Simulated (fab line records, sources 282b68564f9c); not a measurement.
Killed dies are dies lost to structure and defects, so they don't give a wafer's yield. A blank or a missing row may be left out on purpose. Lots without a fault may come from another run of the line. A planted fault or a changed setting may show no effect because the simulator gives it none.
Problem report in the 8D (eight disciplines) form, filled by code | flow rit_cmos | the parts of the form that need people (team, actions taken, sign-off) are left out

1. THE PROBLEM
chamber_pressure_mTorr at RIT_M1_METAL_ETCH_12 reads a mean of 119.98 mTorr on 4 wafers of 2 lots; wafers without a fault read 100.00 mTorr with a standard deviation of 0.088. That is +99 or more standard deviations from the usual mean.
The step: etches Al in Cl2/BCl3, stops on SiO2, time 165 s, target depth 600 nm.
First seen on wafer L806.3, day 4 17:28, on rie_metal-01. The record holds 18 wafers of 6 lots with a number at this step. Rule for "out", or "out of limits": more than 4 standard deviations from the usual mean. The other wafers with a number count as sound.

2. WHAT IT IS AND WHAT IT IS NOT
question                    | is                             | is not
which readings at this step | chamber_pressure_mTorr         | drypump_motor_current_A, mfc_cl2_sccm, oes_product_au, throttle_valve_pct
which lots                  | L806, L809                     | L805, L818, L821, L822
which wafers of those lots  | L806.3, L806.5, L809.2, L809.6 | L806.4, L809.1
read on which tools         | rie_metal-01                   | rie_metal-03
when                        | from day 4 17:28               | up to then (4 sound wafers); but 10 sound wafers of L809, L818, L821, L822 came after

3. SUSPECTS, AND WHAT RULES EACH OUT
Counting: a tool at a process step up to the reading stays a suspect if it ran every lot that is out. Sound lots after the first of them don't rule it out here, since some wafers of a struck lot are sound.
- rie_metal-01 at RIT_M1_METAL_ETCH_12 (etches Al in Cl2/BCl3, stops on SiO2, time 165 s, target depth 600 nm): kept. It ran every lot that is out, first L806 (day 4 17:28). Its own readings are out on those wafers: chamber_pressure_mTorr.
- Within rie_metal-01 at RIT_M1_METAL_ETCH_12: the wafers that are out ran in chamber 0; their sound lot-mates ran in chamber 1.
Left after counting: rie_metal-01 at RIT_M1_METAL_ETCH_12.

4. THE CAUSE (what the simulator had put in)
Process parameter drift: rie_metal-01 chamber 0, from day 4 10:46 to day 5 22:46, at RIT_M1_METAL_ETCH_12. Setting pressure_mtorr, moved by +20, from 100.
Counting left only this tool.

5. THE CHAIN OF EFFECTS, in route order
Each row: a reading whose mean over the struck wafers that have a number lies more than 3 standard deviations from the usual. Only readings for which the record gives a usual standard deviation are gone through. hours: the time from each lot's start at the first step in this table that gives one to its start at this step, as a median over the lots. sigmas: the change in usual standard deviations.
hours | step                 | reading                | usual        | on struck wafers | change | sigmas
0     | RIT_M1_METAL_ETCH_12 | chamber_pressure_mTorr | 100.00 mTorr | 119.98           | +19.98 | +99 or more
The process steps in it:
- RIT_M1_METAL_ETCH_12: etches Al in Cl2/BCl3, stops on SiO2, time 165 s, target depth 600 nm.

6. WHAT WOULD HAVE CAUGHT IT SOONER
In this record the first reading out of limits was taken at day 4 17:28, 7 hours after the fault began at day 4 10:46.
